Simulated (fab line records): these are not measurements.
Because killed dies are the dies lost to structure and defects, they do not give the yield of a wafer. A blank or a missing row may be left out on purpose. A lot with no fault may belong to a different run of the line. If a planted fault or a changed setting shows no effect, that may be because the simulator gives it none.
Problem report in the 8D (eight disciplines) form, filled by code + flow berkeleyCmos170 + the parts of the form that need people (team, actions taken, sign-off) are left out

## 1. PROBLEM STATEMENT
Across 6 wafers from 2 lots, M2_AL_RS at UCB170_M2_RS_MEAS_02 averages 0.1166 ohm/sq, while fault-free wafers read 0.0322 ohm/sq with a standard deviation of 0.00036. So: +99 or more standard deviations from the usual mean.
The step: measures by four-point-probe.
First observed at day 10 07:10: wafer L728.1, on filmMetro-04. Wafers with a number at this step in the record: 42, from 14 lots. Rule for "out", or "out of limits": more than 4 standard deviations from the usual mean. Any other wafer with a number is counted as sound.

## 2. WHAT IT IS; WHAT IT IS NOT
| question                    | is                         | is not                                                                          |
|-----------------------------|----------------------------|---------------------------------------------------------------------------------|
| which readings at this step | M2_AL_RS                   | -                                                                               |
| which lots                  | L728, L730                 | L715, L716, L717, L719, L721, L722, L723, L724, L726, L727, L734, L735          |
| which wafers of those lots  | all that have a number     | -                                                                               |
| read on which gauges        | filmMetro-03, filmMetro-04 | filmMetro-02                                                                    |
| when                        | from day 10 07:10          | up to then (27 sound wafers); but 9 sound wafers of L727, L734, L735 came after |

## 3. WHAT RULES OUT EACH SUSPECT
Counting: any tool at a process step up to the reading is kept as a suspect provided that every lot that is out went through it and no sound lot did after the first of them.
- the gauge at UCB170_M2_RS_MEAS_02 is ruled out. 2 gauges (filmMetro-03, filmMetro-04) read the wafers that are out.
- pvdSputter-04 at UCB170_M2_SPUTTER_01 (material Al, target thk 900 nm, time 120 s): kept. Every lot that is out went through it, starting with L728 (day 10 07:05), and after that it ran no sound lot; the last sound lot it ran before then is L723 (day 9 01:33).
Left after counting: pvdSputter-04 at UCB170_M2_SPUTTER_01.

## 4. THE CAUSE (what the simulator had put in)
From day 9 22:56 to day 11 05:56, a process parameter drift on pvdSputter-04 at UCB170_M2_SPUTTER_01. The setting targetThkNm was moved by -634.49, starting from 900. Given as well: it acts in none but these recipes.
This tool alone remained once counting was done.

## 5. THE CHAIN OF EFFECTS, in route order
Rows list readings where the struck wafers' mean (over those with a number) sits beyond 3 standard deviations from the usual. Only readings whose record carries a usual standard deviation are examined. hours: median over the lots of the time between each lot's start at the first step of this table that gives one and its start at this step. sigmas: the change, counted in usual standard deviations.
| hours | step                    | reading      | usual         | on struck wafers | change  | sigmas      |
|-------|-------------------------|--------------|---------------|------------------|---------|-------------|
| 0     | UCB170_M2_RS_MEAS_02    | M2_AL_RS     | 0.0322 ohm/sq | 0.1166           | +0.0844 | +99 or more |
| 0     | UCB170_M2_THK_MEAS_03   | M2_AL_THK    | 882 nm        | 251              | -631    | -63         |
| 3     | UCB170_M2_METAL_ETCH_18 | oesProductAu | 0.857 a.u.    | 0.516            | -0.341  | -18         |
The process steps in it:
- UCB170_M2_METAL_ETCH_18: etches Al in Cl2/BCl3, stops on SiO2, target depth 1170 nm, time 195 s.

## 6. HOW IT WOULD HAVE BEEN CAUGHT EARLIER
The first out-of-limits reading at a measuring or inspecting step in this record came at day 10 07:10, 8 hours after the fault's start at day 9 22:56.
An alarm limit of 4 standard deviations would not have fired on the tool readings at UCB170_M2_SPUTTER_01 for which the record gives a usual standard deviation, since none of them was out on any struck wafer.
Lots out: 2; of these, L730 started UCB170_M2_SPUTTER_01 on pvdSputter-04 after day 10 07:10. Had the tool been put on hold then, it would have been spared.
